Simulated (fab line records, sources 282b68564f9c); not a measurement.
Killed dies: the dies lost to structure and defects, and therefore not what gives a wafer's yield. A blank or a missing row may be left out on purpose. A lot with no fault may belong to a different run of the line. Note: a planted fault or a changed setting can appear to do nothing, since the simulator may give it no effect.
Comparing a struck lot with a sound one    flow ritCmos    32 steps out of a route of 202
Sound: the wafers L362.4, L362.5, L362.6. Struck: wafers L358.2, L358.3, L358.6. At the end, the cause is stated.
At each step with rows: each side's tool, then ch and its chambers, then its first start. Under that, the readings that differ: sound wafers    struck wafers    difference of the means    sigmas: that difference in standard deviations of wafers without a fault.
alike: words and numbers the same on both sides, and readings whose means are apart by under 2 such deviations; not compared: readings that were withheld, readings missing a value for some wafer, numbers with overlapping values and no deviation given by the record, and bounds like >300 which may hide the same value.
The two part at a step that has a row with sigmas, a row that says differs or no value, or rows on one side only. When numbers do not overlap yet have no deviation, they are printed without sigmas and do not part them. A reading that every wafer of one side lacks parts them only if that side has two wafers or more.

first, 2 steps without rows for these wafers: RIT_SPACER_CLEAN_02 (cleans in SC2, time 600 s); RIT_SPACER_CVD_03 (deposits Si3N4 from SiH2Cl2/NH3, target thk 250 nm, time 3300 s).
RIT_SPACER_THK_MEAS_04:
  sound on filmMetro-04 at day 5 20:07; struck on filmMetro-04 at day 4 23:32
  alike: SPACER_NITRIDE_THK
RIT_SPACER_ETCHBACK_05: etches Si3N4 in SF6/CHF3, stops on SiO2, target depth 250 nm, time 240 s.
  sound on rieDiel-04 ch 0,1,2, day 5 20:13; struck on rieDiel-01 ch 0,1,3, day 4 23:35
reading              sound              struck             difference  sigmas
oesProductAu (a.u.)  0.854 0.847 0.852  0.820 0.807 0.842  -0.028      -2
  alike: drypumpMotorCurrentA, throttleValvePct
  not compared: rfHoursCounterH
then, 6 steps without rows for these wafers: RIT_NSD_HMDS_00 (prime time 60 s); RIT_NSD_COAT_01 (resist thk 1000 nm); RIT_NSD_SOFTBAKE_02 (time 60 s); RIT_NSD_EXPOSE_03 (exposes mask M9, target cd 40700 nm); RIT_NSD_PEB_04; RIT_NSD_DEVELOP_05 (develop time 50 s).
RIT_NSD_OVL_MEAS_06:
  sound on overlay-01 at day 5 21:24; struck on overlay-01 at day 5 00:35
  alike: NSD_OVL
then, 1 step without rows for these wafers: RIT_NSD_HARDBAKE_07 (time 60 s).
RIT_NSD_IMPLANT_08:
  sound on implanter-01 ch 0, day 5 21:38; struck on implanter-04 ch 0, day 5 00:48
reading                        sound                           struck                            difference   sigmas
doseIonsCm2                    9.987e+14 1.0007e+15 9.989e+14  1.6241e+15 1.6255e+15 1.6247e+15  +6.2533e+14  +99 or more
endStationPressureTorr (Torr)  8.8e-06 7.9e-06 7.1e-06         9.7e-06 9.1e-06 8.2e-06           +1.1e-06     +3
faradayCurrentUA               3157 3137 3070                  4866 5020 5186                    +1903        +33
RIT_NSD_STRIP_09: strips in O2, time 180 s.
  sound on plasmaAsher-01 ch 0,1, day 5 21:46; struck on plasmaAsher-02 ch 0,1, day 5 00:55
  alike: drypumpMotorCurrentA
  not compared: rfHoursCounterH
RIT_NSD_TW_MEAS_10:
  sound on filmMetro-04 at day 5 21:55; struck on filmMetro-04 at day 5 01:28
reading  sound           struck          difference  sigmas
NSD_TW   3081 3073 3068  3376 3380 3361  +298        +10
  not compared: hold
then, 5 steps without rows for these wafers: RIT_PSD_COAT_01 (resist thk 1000 nm); RIT_PSD_SOFTBAKE_02 (time 60 s); RIT_PSD_EXPOSE_03 (exposes mask M10, target cd 40900 nm); RIT_PSD_PEB_04; RIT_PSD_DEVELOP_05 (develop time 50 s).
RIT_PSD_OVL_MEAS_06:
  sound on overlay-02 at day 5 22:49; struck on overlay-02 at day 5 05:41
  alike: PSD_OVL
then, 2 steps without rows for these wafers: RIT_PSD_HARDBAKE_07 (time 60 s); RIT_PSD_IMPLANT_08.
RIT_PSD_STRIP_09: strips in O2, time 180 s.
  sound on plasmaAsher-04 ch 0,1, day 5 23:11; struck on plasmaAsher-02 ch 0,1, day 5 06:18
  alike: drypumpMotorCurrentA
  not compared: rfHoursCounterH
RIT_PSD_TW_MEAS_10:
  sound on filmMetro-04 at day 5 23:20; struck on filmMetro-03 at day 5 06:29
reading  sound           struck          difference  sigmas
PSD_TW   3410 3374 3378  3439 3456 3454  +62         +2
then, 3 steps without rows for these wafers: RIT_SDANNEAL_CLEAN_00 (cleans in SC1, time 600 s); RIT_SDANNEAL_CLEAN_01 (cleans in dHF, time 30 s); RIT_SDANNEAL_CLEAN_02 (cleans in SC2, time 600 s).
RIT_SDANNEAL_RTA_03: time 5 s.
  sound on rtpAnneal-02 ch 0, day 5 23:46; struck on rtpAnneal-02 ch 0, day 5 08:07
  alike: rampDownCPerS, wafer_temp_C_max
RIT_SDANNEAL_RS_MEAS_04: measures by four-point-probe.
  sound on filmMetro-03 at day 5 23:52; struck on filmMetro-04 at day 5 08:16
  alike: PSD_RS
RIT_SDANNEAL_RS_MEAS_05: measures by four-point-probe.
  sound on filmMetro-03 at day 5 23:59; struck on filmMetro-04 at day 5 08:53
reading          sound              struck             difference  sigmas
NSD_RS (ohm/sq)  84.25 84.39 84.08  58.98 59.11 58.99  -25.21      -97
  not compared: hold
RIT_M1_PROBE_99:
  the record has rows for the sound wafers here (prober-01, day 6 08:35) and none for the struck ones

WHERE THEY PART
Last at RIT_M1_PROBE_99 as far as this record goes, first at RIT_SPACER_ETCHBACK_05.

WHY: whatever the simulator had introduced
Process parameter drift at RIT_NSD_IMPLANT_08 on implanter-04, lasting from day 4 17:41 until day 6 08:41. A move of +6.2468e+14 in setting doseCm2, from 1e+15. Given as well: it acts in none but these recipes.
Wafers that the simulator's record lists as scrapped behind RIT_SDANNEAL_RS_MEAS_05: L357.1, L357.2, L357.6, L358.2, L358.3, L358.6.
